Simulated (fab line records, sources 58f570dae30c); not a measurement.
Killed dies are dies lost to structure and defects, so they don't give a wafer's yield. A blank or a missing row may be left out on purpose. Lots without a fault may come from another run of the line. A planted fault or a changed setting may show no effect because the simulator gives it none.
Chamber matching | flow berkeley_cmos170 | UCB170_M3_ETCH_17 on rie_diel-03: 4 sister chambers
The step etches BARC in N2/H2. 8 wafers are shown with their chamber, then 7 later ones without.

WAFERS WITH THEIR CHAMBER
wafer  | chamber | drypump_motor_current_A (A) | throttle_valve_pct (%)
L273.6 | 2       | 4.8                         | 13.50
L274.4 | 3       | 6.2                         | 13.63
L278.2 | 1       | 5.7                         | 13.47
L280.3 | 0       | 5.6                         | 13.38
L280.4 | 3       | 6.2                         | 13.62
L280.5 | 1       | 5.8                         | 13.46
L285.2 | 2       | 4.8                         | 13.50
L285.4 | 0       | 5.5                         | 13.37

WAFERS WITHOUT THEIR CHAMBER
wafer  | drypump_motor_current_A (A) | throttle_valve_pct (%)
L285.5 | 4.8                         | 13.50
L282.1 | 4.9                         | 13.51
L282.5 | 5.5                         | 13.38
L282.6 | 5.7                         | 13.45
L289.1 | 5.5                         | 13.37
L289.4 | 5.8                         | 13.45
L289.5 | 5.8                         | 13.47

WHICH CHAMBER EACH WENT THROUGH
wafer  | from the rows above | in truth
L285.5 | 2                   | 2
L282.1 | 2                   | 2
L282.5 | 0                   | 0
L282.6 | 1                   | 1
L289.1 | 0                   | 0
L289.4 | 1                   | 1
L289.5 | 1                   | 1
Placed correctly: 7 of 7. Can't be placed from these rows: 0. Placed wrongly: 0.
How it was worked out, from the rows above alone: a wafer's distance from a chamber is the root of the sum, over the readings, of the square of ((its reading less the chamber's mean) divided by the reading's scatter). The wafer belongs to the nearest chamber; if the next one is less than 2 further off, it can't be placed. A chamber's mean is the mean of its shown wafers. The scatter: the root of (the sum of the squares of (reading less its chamber's mean) over the shown wafers, divided by (wafers less chambers)).
